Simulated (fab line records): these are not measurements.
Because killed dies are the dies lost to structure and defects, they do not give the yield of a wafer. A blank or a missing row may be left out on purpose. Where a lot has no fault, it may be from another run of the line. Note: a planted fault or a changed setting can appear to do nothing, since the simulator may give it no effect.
What tool caused it? :: flow ritCmos :: 15 lots, 45 wafers sampled, at 5 steps of a route of 202

== WHAT THE GAUGES SHOWED, per wafer ==
RIT_ACTIVE_THK_MEAS_02.
lot: L143
measured: day 1 14:24
on: filmMetro-02
ACTIVE_OXIDE_THK (nm): 45.5 46.5 46.0

lot: L145
measured: day 1 22:40
on: filmMetro-02
ACTIVE_OXIDE_THK (nm): 46.0 46.4 47.1

lot: L146
measured: day 2 03:25
on: filmMetro-03
ACTIVE_OXIDE_THK (nm): 45.7 46.4 46.7

lot: L147
measured: day 2 09:23
on: filmMetro-04
ACTIVE_OXIDE_THK (nm): 46.8 46.6 45.8

lot: L148
measured: day 2 13:03
on: filmMetro-04
ACTIVE_OXIDE_THK (nm): 47.9 47.7 47.3

lot: L149
measured: day 2 18:03
on: filmMetro-03
ACTIVE_OXIDE_THK (nm): 46.8 47.4 47.3

lot: L151
measured: day 3 04:03
on: filmMetro-04
ACTIVE_OXIDE_THK (nm): 47.9 48.1 47.6

lot: L152
measured: day 3 09:56
on: filmMetro-04
ACTIVE_OXIDE_THK (nm): 41.3 41.2 41.1

lot: L154
measured: day 3 21:47
on: filmMetro-03
ACTIVE_OXIDE_THK (nm): 40.7 40.4 41.4

lot: L157
measured: day 4 11:04
on: filmMetro-03
ACTIVE_OXIDE_THK (nm): 41.9 41.4 41.2

lot: L159
measured: day 4 20:53
on: filmMetro-03
ACTIVE_OXIDE_THK (nm): 45.8 46.5 46.3

lot: L161
measured: day 5 06:17
on: filmMetro-03
ACTIVE_OXIDE_THK (nm): 44.7 44.7 45.4

lot: L164
measured: day 5 21:39
on: filmMetro-02
ACTIVE_OXIDE_THK (nm): 45.6 46.3 46.2

lot: L165
measured: day 6 02:04
on: filmMetro-02
ACTIVE_OXIDE_THK (nm): 47.6 47.3 47.0

lot: L166
measured: day 6 08:44
on: filmMetro-03
ACTIVE_OXIDE_THK (nm): 46.9 45.5 45.8

RIT_ACTIVE_THK_MEAS_04.
lot: L143
measured: day 1 15:53
on: filmMetro-02
ACTIVE_NITRIDE_THK (nm): 149.7 148.9 150.6

lot: L145
measured: day 2 00:09
on: filmMetro-03
ACTIVE_NITRIDE_THK (nm): 148.4 148.2 148.6

lot: L146
measured: day 2 04:53
on: filmMetro-02
ACTIVE_NITRIDE_THK (nm): 149.0 151.1 149.6

lot: L147
measured: day 2 10:52
on: filmMetro-04
ACTIVE_NITRIDE_THK (nm): 151.1 152.0 150.2

lot: L148
measured: day 2 14:32
on: filmMetro-04
ACTIVE_NITRIDE_THK (nm): 151.4 151.6 152.0

lot: L149
measured: day 2 20:14
on: filmMetro-04
ACTIVE_NITRIDE_THK (nm): 149.7 148.6 148.4

lot: L151
measured: day 3 05:32
on: filmMetro-02
ACTIVE_NITRIDE_THK (nm): 149.7 149.3 149.0

lot: L152
measured: day 3 11:25
on: filmMetro-04
ACTIVE_NITRIDE_THK (nm): 151.7 152.3 152.1

lot: L154
measured: day 3 23:58
on: filmMetro-03
ACTIVE_NITRIDE_THK (nm): 150.7 150.2 150.6

lot: L157
measured: day 4 12:32
on: filmMetro-02
ACTIVE_NITRIDE_THK (nm): 148.4 149.3 148.6

lot: L159
measured: day 4 22:22
on: filmMetro-02
ACTIVE_NITRIDE_THK (nm): 147.7 147.7 148.1

lot: L161
measured: day 5 07:46
on: filmMetro-02
ACTIVE_NITRIDE_THK (nm): 150.5 149.5 149.9

lot: L164
measured: day 5 23:08
on: filmMetro-03
ACTIVE_NITRIDE_THK (nm): 149.8 148.6 148.4

lot: L165
measured: day 6 03:32
on: filmMetro-02
ACTIVE_NITRIDE_THK (nm): 151.6 150.7 151.2

lot: L166
measured: day 6 10:13
on: filmMetro-04
ACTIVE_NITRIDE_THK (nm): 149.3 150.6 150.7

RIT_FOX1_THK_MEAS_01.
lot: L143
measured: day 1 20:44
on: filmMetro-01
FOX1_OXIDE_THK (nm): 358 357 355

lot: L145
measured: day 2 04:42
on: filmMetro-01
FOX1_OXIDE_THK (nm): 348 347 347

lot: L146
measured: day 2 10:59
on: filmMetro-03
FOX1_OXIDE_THK (nm): 352 359 351

lot: L147
measured: day 2 14:23
on: filmMetro-01
FOX1_OXIDE_THK (nm): 350 358 357

lot: L148
measured: day 2 19:38
on: filmMetro-01
FOX1_OXIDE_THK (nm): 339 342 342

lot: L149
measured: day 3 00:27
on: filmMetro-01
FOX1_OXIDE_THK (nm): 352 355 350

lot: L151
measured: day 3 09:47
on: filmMetro-03
FOX1_OXIDE_THK (nm): 334 343 338

lot: L152
measured: day 3 15:49
on: filmMetro-01
FOX1_OXIDE_THK (nm): 346 352 360

lot: L154
measured: day 4 03:44
on: filmMetro-01
FOX1_OXIDE_THK (nm): 351 355 344

lot: L157
measured: day 4 16:22
on: filmMetro-04
FOX1_OXIDE_THK (nm): 341 337 341

lot: L159
measured: day 5 04:40
on: filmMetro-01
FOX1_OXIDE_THK (nm): 339 342 335

lot: L161
measured: day 5 12:05
on: filmMetro-03
FOX1_OXIDE_THK (nm): 335 335 331

lot: L164
measured: day 6 02:33
on: filmMetro-01
FOX1_OXIDE_THK (nm): 355 358 354

lot: L165
measured: day 6 09:43
on: filmMetro-01
FOX1_OXIDE_THK (nm): 364 362 358

lot: L166
measured: day 6 13:30
on: filmMetro-03
FOX1_OXIDE_THK (nm): 346 345 347

RIT_NRETRO_OVL_MEAS_06.
lot: L143
measured: day 2 13:15
on: overlay-02
NRETRO_OVL (nm): 2.2 -1.7 1.6

lot: L145
measured: day 2 19:07
on: overlay-01
NRETRO_OVL (nm): 3.4 0.0 1.2

lot: L146
measured: day 3 00:20
on: overlay-01
NRETRO_OVL (nm): 1.2 2.0 0.0

lot: L147
measured: day 3 02:34
on: overlay-01
NRETRO_OVL (nm): 3.6 0.4 1.8

lot: L148
measured: day 3 07:50
on: overlay-01
NRETRO_OVL (nm): 2.5 2.8 2.0

lot: L149
measured: day 3 13:52
on: overlay-01
NRETRO_OVL (nm): 1.0 2.7 2.2

lot: L151
measured: day 3 22:09
on: overlay-01
NRETRO_OVL (nm): 2.4 3.2 1.2

lot: L152
measured: day 4 06:49
on: overlay-01
NRETRO_OVL (nm): 0.8 0.6 0.2

lot: L154
measured: day 4 18:15
on: overlay-02
NRETRO_OVL (nm): 2.6 2.0 2.3

lot: L157
measured: day 5 05:28
on: overlay-02
NRETRO_OVL (nm): 0.7 -0.8 -1.2

lot: L159
measured: day 5 18:25
on: overlay-01
NRETRO_OVL (nm): 1.1 -1.0 1.3

lot: L161
measured: day 6 01:02
on: overlay-01
NRETRO_OVL (nm): 0.6 1.1 0.4

lot: L164
measured: day 6 15:28
on: overlay-01
NRETRO_OVL (nm): 0.6 1.3 1.0

lot: L165
measured: day 6 21:55
on: overlay-02
NRETRO_OVL (nm): 1.8 0.2 -0.4

lot: L166
measured: day 7 02:26
on: overlay-02
NRETRO_OVL (nm): 1.3 1.3 -0.2

== WHAT TOOL EACH LOT RAN ON (gives the tool, then ch and the chambers of the sampled wafers, and finally the start) ==
lot: L143
RIT_ACTIVE_OXIDATION_01: furnace-03 ch 0, day 1 12:28

lot: L145
RIT_ACTIVE_OXIDATION_01: furnace-01 ch 0, day 1 20:44

lot: L146
RIT_ACTIVE_OXIDATION_01: furnace-03 ch 0, day 2 01:26

lot: L147
RIT_ACTIVE_OXIDATION_01: furnace-01 ch 0, day 2 07:27

lot: L148
RIT_ACTIVE_OXIDATION_01: furnace-01 ch 0, day 2 11:07

lot: L149
RIT_ACTIVE_OXIDATION_01: furnace-01 ch 0, day 2 16:07

lot: L151
RIT_ACTIVE_OXIDATION_01: furnace-01 ch 0, day 3 02:07

lot: L152
RIT_ACTIVE_OXIDATION_01: furnace-01 ch 0, day 3 08:01

lot: L154
RIT_ACTIVE_OXIDATION_01: furnace-01 ch 0, day 3 19:49

lot: L157
RIT_ACTIVE_OXIDATION_01: furnace-01 ch 0, day 4 09:08

lot: L159
RIT_ACTIVE_OXIDATION_01: furnace-04 ch 0, day 4 18:56

lot: L161
RIT_ACTIVE_OXIDATION_01: furnace-04 ch 0, day 5 04:21

lot: L164
RIT_ACTIVE_OXIDATION_01: furnace-03 ch 0, day 5 19:43

lot: L165
RIT_ACTIVE_OXIDATION_01: furnace-04 ch 0, day 6 00:07

lot: L166
RIT_ACTIVE_OXIDATION_01: furnace-03 ch 0, day 6 06:48
- RIT_ACTIVE_OXIDATION_01: target thk 46.8 nm, ox time 3360 s.

== AS READ BY THE TOOLS THEMSELVES (means over the sampled wafers that have a number; for cases with no such wafer, the mark the record gives instead) ==
RIT_ACTIVE_OXIDATION_01.
lot: L143
tool: furnace-03
spikeTcCentreC (C): 1002.9
spikeTcLoadC (C): 1028
spikeTcSourceC (C): 1023
tubeCenterTempC (C): 1000
tube_center_temp_C_max: 1002.4

lot: L145
tool: furnace-01
spikeTcCentreC (C): 1002.5
spikeTcLoadC (C): 1022
spikeTcSourceC (C): 1028
tubeCenterTempC (C): 1000
tube_center_temp_C_max: 1002.5

lot: L146
tool: furnace-03
spikeTcCentreC (C): 1002.7
spikeTcLoadC (C): 1027
spikeTcSourceC (C): 1021
tubeCenterTempC (C): 1000
tube_center_temp_C_max: 1002.6

lot: L147
tool: furnace-01
spikeTcCentreC (C): 1003.2
spikeTcLoadC (C): 1019
spikeTcSourceC (C): 1027
tubeCenterTempC (C): 1000
tube_center_temp_C_max: 1002.2

lot: L148
tool: furnace-01
spikeTcCentreC (C): 1001.6
spikeTcLoadC (C): 1021
spikeTcSourceC (C): 1027
tubeCenterTempC (C): 1000
tube_center_temp_C_max: 1002.4

lot: L149
tool: furnace-01
spikeTcCentreC (C): 1001.9
spikeTcLoadC (C): 1020
spikeTcSourceC (C): 1029
tubeCenterTempC (C): 1000
tube_center_temp_C_max: 1002.3

lot: L151
tool: furnace-01
spikeTcCentreC (C): 1001.8
spikeTcLoadC (C): 1020
spikeTcSourceC (C): 1026
tubeCenterTempC (C): 1000
tube_center_temp_C_max: 1002.2

lot: L152
tool: furnace-01
spikeTcCentreC (C): 991.1
spikeTcLoadC (C): 1008
spikeTcSourceC (C): 1016
tubeCenterTempC (C): 988
tube_center_temp_C_max: 990.6

lot: L154
tool: furnace-01
spikeTcCentreC (C): 989.8
spikeTcLoadC (C): 1008
spikeTcSourceC (C): 1016
tubeCenterTempC (C): 988
tube_center_temp_C_max: 990.9

lot: L157
tool: furnace-01
spikeTcCentreC (C): 991.1
spikeTcLoadC (C): 1007
spikeTcSourceC (C): 1015
tubeCenterTempC (C): 988
tube_center_temp_C_max: 990.3

lot: L159
tool: furnace-04
spikeTcCentreC (C): 1003.6
spikeTcLoadC (C): 1027
spikeTcSourceC (C): 1022
tubeCenterTempC (C): 1000
tube_center_temp_C_max: 1002.8

lot: L161
tool: furnace-04
spikeTcCentreC (C): 1003.6
spikeTcLoadC (C): 1027
spikeTcSourceC (C): 1024
tubeCenterTempC (C): 1000
tube_center_temp_C_max: 1002.1

lot: L164
tool: furnace-03
spikeTcCentreC (C): 1003.4
spikeTcLoadC (C): 1027
spikeTcSourceC (C): 1022
tubeCenterTempC (C): 1000
tube_center_temp_C_max: 1002.8

lot: L165
tool: furnace-04
spikeTcCentreC (C): 1005.4
spikeTcLoadC (C): 1027
spikeTcSourceC (C): 1024
tubeCenterTempC (C): 1000
tube_center_temp_C_max: 1002.1

lot: L166
tool: furnace-03
spikeTcCentreC (C): 1003.3
spikeTcLoadC (C): 1027
spikeTcSourceC (C): 1022
tubeCenterTempC (C): 1000
tube_center_temp_C_max: 1002.4

== THE ANSWER, worked out from the rows above alone ==
Rule: the lots themselves supply what counts as usual. Put in order of their means at a reading, lots are off if they are a third of the lots or fewer, leave a main group of 4 or more, and stand apart from it by a gap of 3 or more times the standard deviation of the main group's means; of several such gaps the widest counts. A main group whose means are all the same, to the digits that the tables above print for the reading, isn't used. A lot without any number at a reading at which 4 lots or more have one is off too. All remaining lots with rows at the step are treated as sound. First the gauges in route order, then the tools' own readings, where a lot's mean is used as printed above. The first step at which some lot is off is used, and at that step the reading that is off furthest; a lot without a number counts as furthest.
Off: L152, L154, L157, seen at RIT_ACTIVE_THK_MEAS_02 (ACTIVE_OXIDE_THK). Main group: mean 46.5 nm, sd 0.79.
A tool fits if, at a process step before that reading, it ran every lot that is off, and no sound lot after the first of them. Not tried: the gauges at RIT_ACTIVE_THK_MEAS_02; whatever is off there is also off at RIT_ACTIVE_OXIDATION_01, on other tools, and gauge error can't account for it. One candidate fits, namely furnace-01 at RIT_ACTIVE_OXIDATION_01. Its last sound lot is L151 (day 3 02:07), its first lot that is off L152 (day 3 08:01): a fault that began between those two fits.
The tool's own readings at RIT_ACTIVE_OXIDATION_01 bear it out: on the lots that are off they differ by more than 5 times the standard deviation of the sound lots' means. spikeTcCentreC reads 990.7 C there against 1003.0 C on the sound lots; tubeCenterTempC reads 988 C there against 1000 C on the sound lots; tube_center_temp_C_max reads 990.6 there against 1002.4 on the sound lots.

== WHAT THE SIMULATOR HAD INSERTED ==
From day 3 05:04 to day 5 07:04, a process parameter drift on furnace-01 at RIT_ACTIVE_OXIDATION_01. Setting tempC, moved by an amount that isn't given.
Lots struck among those shown: L152, L154, L157. This agrees with what the rule above found.
